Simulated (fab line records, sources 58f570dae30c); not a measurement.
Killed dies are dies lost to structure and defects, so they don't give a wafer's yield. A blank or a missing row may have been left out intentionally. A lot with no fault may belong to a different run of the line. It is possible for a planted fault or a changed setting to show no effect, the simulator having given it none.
What tool caused it? + flow berkeleyCmos170 + 14 lots with 42 wafers sampled at 3 steps, on a route of 331 steps

## WHAT THE GAUGES SHOWED, per wafer
UCB170_M1_RS_MEAS_01: measures by four-point-probe.
| lot  | measured     | on           | M1_AL_RS (ohm/sq)    |
|------|--------------|--------------|----------------------|
| L699 | day 6 20:07  | filmMetro-02 | 0.0493 0.0488 0.0490 |
| L698 | day 6 20:18  | filmMetro-04 | 0.0492 0.0491 0.0480 |
| L701 | day 7 15:17  | filmMetro-01 | 0.0489 0.0494 0.0489 |
| L700 | day 7 15:34  | filmMetro-04 | 0.0482 0.0488 0.0492 |
| L703 | day 8 02:01  | filmMetro-02 | 0.0486 0.0481 0.0486 |
| L704 | day 8 13:28  | filmMetro-02 | 0.0487 0.0488 0.0488 |
| L705 | day 8 13:46  | filmMetro-02 | 0.0483 0.0486 0.0488 |
| L707 | day 9 03:35  | filmMetro-02 | 0.0480 0.0482 0.0482 |
| L706 | day 9 03:52  | filmMetro-04 | 0.0348 0.0348 0.0347 |
| L710 | day 9 20:07  | filmMetro-01 | 0.0347 0.0346 0.0347 |
| L715 | day 10 12:48 | filmMetro-02 | 0.0494 0.0496 0.0493 |
| L716 | day 11 03:45 | filmMetro-01 | 0.0491 0.0489 0.0495 |
| L718 | day 11 10:00 | filmMetro-01 | 0.0481 0.0490 0.0486 |
| L721 | day 11 16:17 | filmMetro-04 | 0.0486 0.0478 0.0483 |

UCB170_M1_THK_MEAS_02: measures by xrf.
| lot  | measured     | on           | M1_AL_THK (nm) |
|------|--------------|--------------|----------------|
| L699 | day 6 20:14  | filmMetro-02 | 594 600 599    |
| L698 | day 6 20:25  | filmMetro-04 | 595 593 609    |
| L701 | day 7 15:23  | filmMetro-01 | 604 601 606    |
| L700 | day 7 15:39  | filmMetro-04 | 607 601 589    |
| L703 | day 8 02:08  | filmMetro-02 | 599 610 603    |
| L704 | day 8 13:35  | filmMetro-02 | 600 602 597    |
| L705 | day 8 13:53  | filmMetro-02 | 607 601 601    |
| L707 | day 9 03:43  | filmMetro-02 | 612 613 609    |
| L706 | day 9 03:58  | filmMetro-04 | 835 835 845    |
| L710 | day 9 20:14  | filmMetro-01 | 841 849 842    |
| L715 | day 10 12:55 | filmMetro-02 | 590 590 593    |
| L716 | day 11 03:52 | filmMetro-01 | 599 597 591    |
| L718 | day 11 10:07 | filmMetro-01 | 607 598 601    |
| L721 | day 11 16:25 | filmMetro-04 | 602 609 606    |

## WHICH TOOL RAN EACH LOT (tool, then ch and the chambers of the sampled wafers, then the start)
| lot  | UCB170_M1_SPUTTER_00        |
|------|-----------------------------|
| L699 | pvdSputter-02, day 6 20:04  |
| L698 | pvdSputter-04, day 6 20:14  |
| L701 | pvdSputter-02, day 7 15:12  |
| L700 | pvdSputter-04, day 7 15:26  |
| L703 | pvdSputter-01, day 8 01:57  |
| L704 | pvdSputter-04, day 8 13:25  |
| L705 | pvdSputter-01, day 8 13:43  |
| L707 | pvdSputter-02, day 9 03:30  |
| L706 | pvdSputter-01, day 9 03:47  |
| L710 | pvdSputter-01, day 9 20:02  |
| L715 | pvdSputter-04, day 10 12:44 |
| L716 | pvdSputter-04, day 11 03:40 |
| L718 | pvdSputter-04, day 11 09:55 |
| L721 | pvdSputter-04, day 11 16:14 |
- UCB170_M1_SPUTTER_00: material Al, target thk 600 nm, time 80 s.

## AS READ BY THE TOOLS THEMSELVES (means over the sampled wafers that have a number; for cases with no such wafer, the mark the record gives instead)
UCB170_M1_SPUTTER_00.
| lot  | tool          | throttleValvePct (%) |
|------|---------------|----------------------|
| L699 | pvdSputter-02 | 29.1                 |
| L698 | pvdSputter-04 | 30.0                 |
| L701 | pvdSputter-02 | 29.8                 |
| L700 | pvdSputter-04 | 29.8                 |
| L703 | pvdSputter-01 | 29.9                 |
| L704 | pvdSputter-04 | 29.1                 |
| L705 | pvdSputter-01 | 30.6                 |
| L707 | pvdSputter-02 | 30.0                 |
| L706 | pvdSputter-01 | 30.5                 |
| L710 | pvdSputter-01 | 30.8                 |
| L715 | pvdSputter-04 | 29.4                 |
| L716 | pvdSputter-04 | 30.0                 |
| L718 | pvdSputter-04 | 29.8                 |
| L721 | pvdSputter-04 | 29.9                 |

## THE ANSWER, worked out from the rows above alone
Rule: usual is defined by the lots themselves. Put in order of their means at a reading, lots are off if they are a third of the lots or fewer, leave a main group of 4 or more, and stand apart from it by a gap of 3 or more times the standard deviation of the main group's means; of several such gaps the widest counts. If all means in a main group match to the digits the tables above print for the reading, that group is not used. Also off: a lot with no number at a reading for which 4 or more lots have one. The other lots that the step has rows for count as sound. First the gauges in route order, then the tools' own readings, where a lot's mean is used as printed above. At the first step where some lot is off, the reading lying furthest off is the one used; lots without a number count as furthest.
Off: L706, L710, at UCB170_M1_RS_MEAS_01 (M1_AL_RS). The main group: mean 0.0487 ohm/sq, standard deviation 0.00037.
If a tool, at a process step before that reading, ran all the lots that are off and no sound lot after the first of them, it fits. Gauges at UCB170_M1_RS_MEAS_01: tried the same way as those tools. One fits: pvdSputter-01 at UCB170_M1_SPUTTER_00. Its last sound lot is L705 (day 8 13:43), its first lot that is off L706 (day 9 03:47): a fault that began between those two fits.

## WHAT THE SIMULATOR PUT IN
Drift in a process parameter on pvdSputter-01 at UCB170_M1_SPUTTER_00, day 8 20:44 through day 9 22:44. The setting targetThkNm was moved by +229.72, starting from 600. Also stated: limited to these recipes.
Lots struck among those shown: L706, L710. Same finding as the rule above.
